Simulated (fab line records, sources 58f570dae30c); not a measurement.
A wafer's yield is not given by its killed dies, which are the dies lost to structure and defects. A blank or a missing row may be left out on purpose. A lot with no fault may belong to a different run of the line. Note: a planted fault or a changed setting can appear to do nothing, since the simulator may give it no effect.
Lot-split experiment || flow berkeleyCmos170 || 5 lots, 23 wafers read, on a route of 331 steps

== THE SPLIT ==
At UCB170_PFIELD_COAT_01 (resist thk 900 nm), the setting spinRpm was moved away from the recipe's 1500 rpm on 4 of the 23 wafers read, by -5.3% to +6.5%. For the rest of the wafers, this setting stayed at what the recipe calls for.

The reading comes from the split's own step.

== THE READING ==
KrF_of_PFIELD_COAT_01.thkNm (the simulator's own value, which no gauge read), in nm, at UCB170_PFIELD_COAT_01 (resist thk 900 nm). The file gives no usual value for it. Average 901.8 nm, standard deviation 2.7 nm, over the 19 wafers here run with the recipe.

{"wafer": "L076.1", "tool, chamber at the split": "lithoTrack-01, 0", "spinRpm as run, rpm": 1500, "against the recipe": "recipe", "KrF_of_PFIELD_COAT_01.thkNm, nm": 906.2, "against lot-mates on the recipe": "-"}
{"wafer": "L076.2", "tool, chamber at the split": "lithoTrack-01, 0", "spinRpm as run, rpm": 1500, "against the recipe": "recipe", "KrF_of_PFIELD_COAT_01.thkNm, nm": 904.3, "against lot-mates on the recipe": "-"}
{"wafer": "L076.3", "tool, chamber at the split": "lithoTrack-01, 0", "spinRpm as run, rpm": 1598, "against the recipe": "+6.5%", "KrF_of_PFIELD_COAT_01.thkNm, nm": 877.1, "against lot-mates on the recipe": -28.8}
{"wafer": "L076.4", "tool, chamber at the split": "lithoTrack-01, 0", "spinRpm as run, rpm": 1598, "against the recipe": "+6.5%", "KrF_of_PFIELD_COAT_01.thkNm, nm": 877.4, "against lot-mates on the recipe": -28.5}
{"wafer": "L076.5", "tool, chamber at the split": "lithoTrack-01, 0", "spinRpm as run, rpm": 1500, "against the recipe": "recipe", "KrF_of_PFIELD_COAT_01.thkNm, nm": 907.1, "against lot-mates on the recipe": "-"}
{"wafer": "L075.2", "tool, chamber at the split": "lithoTrack-04, 0", "spinRpm as run, rpm": 1500, "against the recipe": "recipe", "KrF_of_PFIELD_COAT_01.thkNm, nm": 899.8, "against lot-mates on the recipe": "-"}
{"wafer": "L075.3", "tool, chamber at the split": "lithoTrack-04, 0", "spinRpm as run, rpm": 1420, "against the recipe": "-5.3%", "KrF_of_PFIELD_COAT_01.thkNm, nm": 923.8, "against lot-mates on the recipe": "+24.0"}
{"wafer": "L075.4", "tool, chamber at the split": "lithoTrack-04, 0", "spinRpm as run, rpm": 1420, "against the recipe": "-5.3%", "KrF_of_PFIELD_COAT_01.thkNm, nm": 924.5, "against lot-mates on the recipe": "+24.7"}
{"wafer": "L075.5", "tool, chamber at the split": "lithoTrack-04, 0", "spinRpm as run, rpm": 1500, "against the recipe": "recipe", "KrF_of_PFIELD_COAT_01.thkNm, nm": 900.9, "against lot-mates on the recipe": "-"}
{"wafer": "L075.6", "tool, chamber at the split": "lithoTrack-04, 0", "spinRpm as run, rpm": 1500, "against the recipe": "recipe", "KrF_of_PFIELD_COAT_01.thkNm, nm": 898.7, "against lot-mates on the recipe": "-"}
{"wafer": "L077.2", "tool, chamber at the split": "lithoTrack-04, 0", "spinRpm as run, rpm": 1500, "against the recipe": "recipe", "KrF_of_PFIELD_COAT_01.thkNm, nm": 903.1, "against lot-mates on the recipe": "-"}
{"wafer": "L077.4", "tool, chamber at the split": "lithoTrack-04, 0", "spinRpm as run, rpm": 1500, "against the recipe": "recipe", "KrF_of_PFIELD_COAT_01.thkNm, nm": 900, "against lot-mates on the recipe": "-"}
{"wafer": "L077.6", "tool, chamber at the split": "lithoTrack-04, 0", "spinRpm as run, rpm": 1500, "against the recipe": "recipe", "KrF_of_PFIELD_COAT_01.thkNm, nm": 899.8, "against lot-mates on the recipe": "-"}
{"wafer": "L081.1", "tool, chamber at the split": "lithoTrack-03, 0", "spinRpm as run, rpm": 1500, "against the recipe": "recipe", "KrF_of_PFIELD_COAT_01.thkNm, nm": 901.8, "against lot-mates on the recipe": "-"}
{"wafer": "L081.3", "tool, chamber at the split": "lithoTrack-03, 0", "spinRpm as run, rpm": 1500, "against the recipe": "recipe", "KrF_of_PFIELD_COAT_01.thkNm, nm": 902.9, "against lot-mates on the recipe": "-"}
{"wafer": "L081.4", "tool, chamber at the split": "lithoTrack-03, 0", "spinRpm as run, rpm": 1500, "against the recipe": "recipe", "KrF_of_PFIELD_COAT_01.thkNm, nm": 899.9, "against lot-mates on the recipe": "-"}
{"wafer": "L081.5", "tool, chamber at the split": "lithoTrack-03, 0", "spinRpm as run, rpm": 1500, "against the recipe": "recipe", "KrF_of_PFIELD_COAT_01.thkNm, nm": 902.1, "against lot-mates on the recipe": "-"}
{"wafer": "L081.6", "tool, chamber at the split": "lithoTrack-03, 0", "spinRpm as run, rpm": 1500, "against the recipe": "recipe", "KrF_of_PFIELD_COAT_01.thkNm, nm": 906.6, "against lot-mates on the recipe": "-"}
{"wafer": "L083.2", "tool, chamber at the split": "lithoTrack-04, 0", "spinRpm as run, rpm": 1500, "against the recipe": "recipe", "KrF_of_PFIELD_COAT_01.thkNm, nm": 901.4, "against lot-mates on the recipe": "-"}
{"wafer": "L083.4", "tool, chamber at the split": "lithoTrack-04, 0", "spinRpm as run, rpm": 1500, "against the recipe": "recipe", "KrF_of_PFIELD_COAT_01.thkNm, nm": 901.4, "against lot-mates on the recipe": "-"}
{"wafer": "L083.3", "tool, chamber at the split": "lithoTrack-04, 0", "spinRpm as run, rpm": 1500, "against the recipe": "recipe", "KrF_of_PFIELD_COAT_01.thkNm, nm": 899.2, "against lot-mates on the recipe": "-"}
{"wafer": "L083.5", "tool, chamber at the split": "lithoTrack-04, 0", "spinRpm as run, rpm": 1500, "against the recipe": "recipe", "KrF_of_PFIELD_COAT_01.thkNm, nm": 901.5, "against lot-mates on the recipe": "-"}
{"wafer": "L083.6", "tool, chamber at the split": "lithoTrack-04, 0", "spinRpm as run, rpm": 1500, "against the recipe": "recipe", "KrF_of_PFIELD_COAT_01.thkNm, nm": 896.9, "against lot-mates on the recipe": "-"}

THE FIT
A straight line over all 23 wafers: KrF_of_PFIELD_COAT_01.thkNm changes by -3.93 nm for each +1% of spinRpm; r = -0.97; the points scatter about the line by 2.6 nm.
The same after taking each lot's own level away (the mean of its wafers on the recipe; 23 wafers): -4.46 nm for each +1%; r = -0.99; scatter 1.6 nm.
According to that fit, moving spinRpm by its largest amount changes the reading by 29 nm.
From 899.80 to 905.87 nm: that is the span of the lots' own levels, equal to 2.3 times the standard deviation above.
Thus the slope moves with the lot-to-lot level: the two fits are different.
Check: with one of the wafers moved furthest among these (+6.5%) left out of the fit, the line predicts -29.1 nm for it against its lot-mates. Against them it came out at -28.8 nm.

== FURTHER SPLITS ON THESE WAFERS ==
Other splits were also applied to these wafers ahead of the reading. Each is held against what the fit with the lots' levels taken away leaves over:
{"other split on the same wafers": "UCB170_ZERO_ETCH_06 timeS", "wafers away from the commonest value": 12, "r with KrF_of_PFIELD_COAT_01.thkNm (lot level and that fit taken away)": -0.03}
{"other split on the same wafers": "UCB170_NWELL_IMPLANT_14 doseCm2", "wafers away from the commonest value": 8, "r with KrF_of_PFIELD_COAT_01.thkNm (lot level and that fit taken away)": "+0.00"}
{"other split on the same wafers": "UCB170_PWELL_CVD_05 pressureMtorr", "wafers away from the commonest value": 15, "r with KrF_of_PFIELD_COAT_01.thkNm (lot level and that fit taken away)": "+0.01"}
{"other split on the same wafers": "UCB170_ACTIVE_COAT_08 spinRpm", "wafers away from the commonest value": 6, "r with KrF_of_PFIELD_COAT_01.thkNm (lot level and that fit taken away)": "+0.27"}

== THE WHOLE CHAIN: every reading that the file lists as answering this split, in the file's order ==
{"step": "UCB170_PFIELD_COAT_01", "what it does": "resist thk 900 nm", "reading": "KrF_of_PFIELD_COAT_01.thkNm (the simulator's own value, which no gauge read)", "change (the file's fit)": "-4.45 nm for each +1% of the setting", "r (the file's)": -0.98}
{"step": "UCB170_PFIELD_STRIP_08", "what it does": "strips in O2", "reading": "stripTimeToEndpointS", "change (the file's fit)": "withheld for each +1% of the setting", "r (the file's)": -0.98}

== THE FILE'S OWN FIT ==
KrF_of_PFIELD_COAT_01.thkNm changes by -4.45 nm for each +1% of spinRpm, r = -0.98.
